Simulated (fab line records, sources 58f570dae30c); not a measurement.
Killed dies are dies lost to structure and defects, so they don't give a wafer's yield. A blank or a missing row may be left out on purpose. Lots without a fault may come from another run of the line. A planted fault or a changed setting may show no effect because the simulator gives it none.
One fault seen from 2 desks | flow berkeley_cmos170 | each desk has only its own numbers; what lay behind them comes last

THE TOOL OWNER'S DESK: rie_diel-02
The tool's own readings at UCB170_V2_ETCH_14 (etches SiO2 in CHF3/CF4/Ar, stops on Al, target depth 1250 nm, time 291 s): means of the sampled wafers that have a number, for each lot that ran on this tool. A lot is out of limits, marked OUT, if its mean lies more than 4 standard deviations from the usual mean; the brackets give that distance.
Columns: A = drypump_motor_current_A at UCB170_V2_ETCH_14, usual 5.8 A; B = oes_product_au at UCB170_V2_ETCH_14, usual 0.872 a.u.; C = run_length_s at UCB170_V2_ETCH_14, usual 319.1 s; D = throttle_valve_pct at UCB170_V2_ETCH_14, usual 6.97 %
lot  | first seen here | A   | B                | C                       | D
L659 | day 10 03:59    | 5.8 | 0.865            | 319.5                   | 7.05
L658 | day 10 06:44    | 5.5 | 0.856            | 319.4                   | 7.04
L664 | day 11 08:53    | 5.8 | 0.864            | 319.3                   | 7.05
L668 | day 12 02:16    | 6.0 | 0.804 (-5.2) OUT | 360.4 (+99 or more) OUT | 6.98
L672 | day 12 17:34    | 5.8 | 0.802 (-5.4) OUT | 360.6 (+99 or more) OUT | 7.01
This desk's finding: out of limits on L668, L672; first on L668, day 12 02:16 (oes_product_au at UCB170_V2_ETCH_14). In limits: L659, L658, L664.

THE METROLOGY DESK
What the gauges read, lot by lot, whatever tool the lot ran on: means of the sampled wafers that have a number. A lot is out of limits, marked OUT, if its mean lies more than 4 standard deviations from the usual mean; the brackets give that distance.
Columns: A = cd_nm at UCB170_V2_CD_MEAS_12, usual 700.2 nm; B = cd_nm at UCB170_M3_CD_MEAS_90, usual 701 nm
lot  | first seen here | A     | B
L652 | day 9 00:48     | 701.1 | 703
L656 | day 9 04:37     | 700.9 | 706
L654 | day 9 10:02     | 701.0 | 698
L655 | day 9 10:07     | 702.3 | 698
L657 | day 10 00:56    | 700.5 | 700
L659 | day 10 03:52    | 700.5 | 698
L658 | day 10 06:37    | 699.7 | 699
L663 | day 10 14:52    | 700.1 | 708
L664 | day 11 08:43    | 699.0 | 701
L667 | day 11 16:26    | 700.7 | 699
L670 | day 11 22:21    | 700.0 | 698
L668 | day 12 02:08    | 698.8 | 701
L672 | day 12 17:25    | 698.6 | 697
L674 | day 12 19:14    | 700.4 | 701
This desk's finding: nothing out of limits on any of the 14 lots.

PUT TOGETHER
The tool owner's desk could have raised an alarm at day 12 02:16, on L668, L672.
The metrology desk saw nothing out of limits.
The metrology desk has L668, L672 on record, within its limits.
Of the lots named, all ran UCB170_V2_ETCH_14 on rie_diel-02.

WHAT THE SIMULATOR HAD PUT IN
Process parameter drift: rie_diel-02, from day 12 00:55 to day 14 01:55, at UCB170_V2_ETCH_14. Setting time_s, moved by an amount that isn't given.
Lots struck among those shown: L668, L672.
Hours from the fault's start to each desk's first reading out of limits: the tool owner's desk, 1.
